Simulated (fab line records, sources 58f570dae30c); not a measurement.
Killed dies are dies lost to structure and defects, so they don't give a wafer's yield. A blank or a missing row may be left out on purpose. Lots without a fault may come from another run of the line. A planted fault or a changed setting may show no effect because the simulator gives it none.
Which tool did it? | flow berkeley_cmos170 | 14 lots, 42 wafers sampled, at 3 steps of a route of 331

WHAT THE GAUGES READ, wafer by wafer
UCB170_M2_CD_MEAS_15: target cd 700 nm.
lot  | measured     | on        | cd_nm (nm)
L769 | day 8 18:43  | cd_sem-01 | 701.7 701.1 702.3
L770 | day 8 20:25  | cd_sem-01 | 700.9 700.2 701.1
L771 | day 8 20:40  | cd_sem-01 | 702.2 700.3 700.6
L773 | day 9 11:08  | cd_sem-01 | 699.0 699.6 698.8
L774 | day 9 20:38  | cd_sem-02 | 700.2 699.9 699.7
L776 | day 10 07:20 | cd_sem-02 | 697.9 699.2 700.1
L777 | day 10 20:14 | cd_sem-01 | 699.0 699.0 698.6
L780 | day 11 05:31 | cd_sem-02 | 701.9 701.1 701.8
L785 | day 12 08:35 | cd_sem-01 | 700.2 698.5 698.7
L787 | day 12 11:37 | cd_sem-01 | 700.2 701.1 699.1
L786 | day 12 12:01 | cd_sem-01 | 702.8 702.0 702.1
L788 | day 13 13:23 | cd_sem-02 | 699.4 699.5 699.4
L789 | day 13 16:36 | cd_sem-02 | 700.2 698.6 698.9
L790 | day 13 16:53 | cd_sem-01 | 699.4 699.4 700.0

UCB170_M2_OVL_MEAS_16.
lot  | measured     | on         | M2_OVL (nm)
L769 | day 8 18:50  | overlay-02 | 9 13 2
L770 | day 8 20:31  | overlay-01 | -7 -7 -8
L771 | day 8 20:47  | overlay-01 | -4 -4 -4
L773 | day 9 11:15  | overlay-01 | 6 6 0
L774 | day 9 20:45  | overlay-01 | -16 -15 -13
L776 | day 10 07:26 | overlay-02 | -5 -1 -6
L777 | day 10 20:22 | overlay-02 | -1 -15 -4
L780 | day 11 05:38 | overlay-02 | 5 -11 -6
L785 | day 12 08:41 | overlay-01 | 0 -4 -9
L787 | day 12 11:44 | overlay-02 | -9 -7 -2
L786 | day 12 12:08 | overlay-01 | -10 -2 -5
L788 | day 13 13:30 | overlay-01 | 0 -8 -9
L789 | day 13 16:43 | overlay-01 | -5 -3 -11
L790 | day 13 16:59 | overlay-02 | 3 -2 -2

UCB170_V2_THK_MEAS_04.
lot  | measured     | on            | V2_POLISHED_THK (nm)
L769 | day 8 19:57  | film_metro-01 | 1000.7 999.3 1001.7
L770 | day 8 21:38  | film_metro-02 | 1002.0 999.9 1001.8
L771 | day 8 21:54  | film_metro-02 | 1002.4 1000.9 1000.6
L773 | day 9 12:22  | film_metro-03 | 1000.7 1000.9 1001.0
L774 | day 9 21:52  | film_metro-01 | 999.1 1000.0 999.1
L776 | day 10 08:34 | film_metro-03 | 1002.4 1001.2 1000.7
L777 | day 10 21:29 | film_metro-02 | 1000.8 999.2 1000.9
L780 | day 11 06:45 | film_metro-02 | 1000.1 1001.3 999.3
L785 | day 12 09:49 | film_metro-01 | 999.4 1000.3 1000.8
L787 | day 12 12:53 | film_metro-02 | 1000.0 999.1 998.5
L786 | day 12 13:29 | film_metro-03 | 998.5 1002.1 1000.8
L788 | day 13 14:37 | film_metro-01 | 1000.0 1001.7 999.9
L789 | day 13 17:50 | film_metro-02 | 999.3 1000.4 1000.6
L790 | day 13 18:07 | film_metro-02 | 1002.3 1002.6 999.9

WHICH TOOL RAN EACH LOT (tool, then ch and the chambers of the sampled wafers, then the start)
The record holds no process step before these readings.

WHAT THE TOOLS THEMSELVES READ (means of the sampled wafers that have a number; where no wafer has one, the mark that the record gives instead)
The record holds no such reading with a usual standard deviation.

THE ANSWER, worked out from the rows above alone
Rule: what is usual is taken from the lots themselves. Put in order of their means at a reading, lots are off if they are a third of the lots or fewer, leave a main group of 4 or more, and stand apart from it by a gap of 3 or more times the standard deviation of the main group's means; of several such gaps the widest counts. A main group whose means are all the same, to the digits that the tables above print for the reading, isn't used. A lot without any number at a reading at which 4 lots or more have one is off too. The other lots that the step has rows for count as sound. The gauges are gone through in route order, then the tools' own readings, and for those a lot's mean is taken as printed above. The first step at which some lot is off is used, and at that step the reading that is off furthest; a lot without a number counts as furthest.
No lot is off at any reading shown: from this, nothing can be told.

WHAT THE SIMULATOR HAD PUT IN
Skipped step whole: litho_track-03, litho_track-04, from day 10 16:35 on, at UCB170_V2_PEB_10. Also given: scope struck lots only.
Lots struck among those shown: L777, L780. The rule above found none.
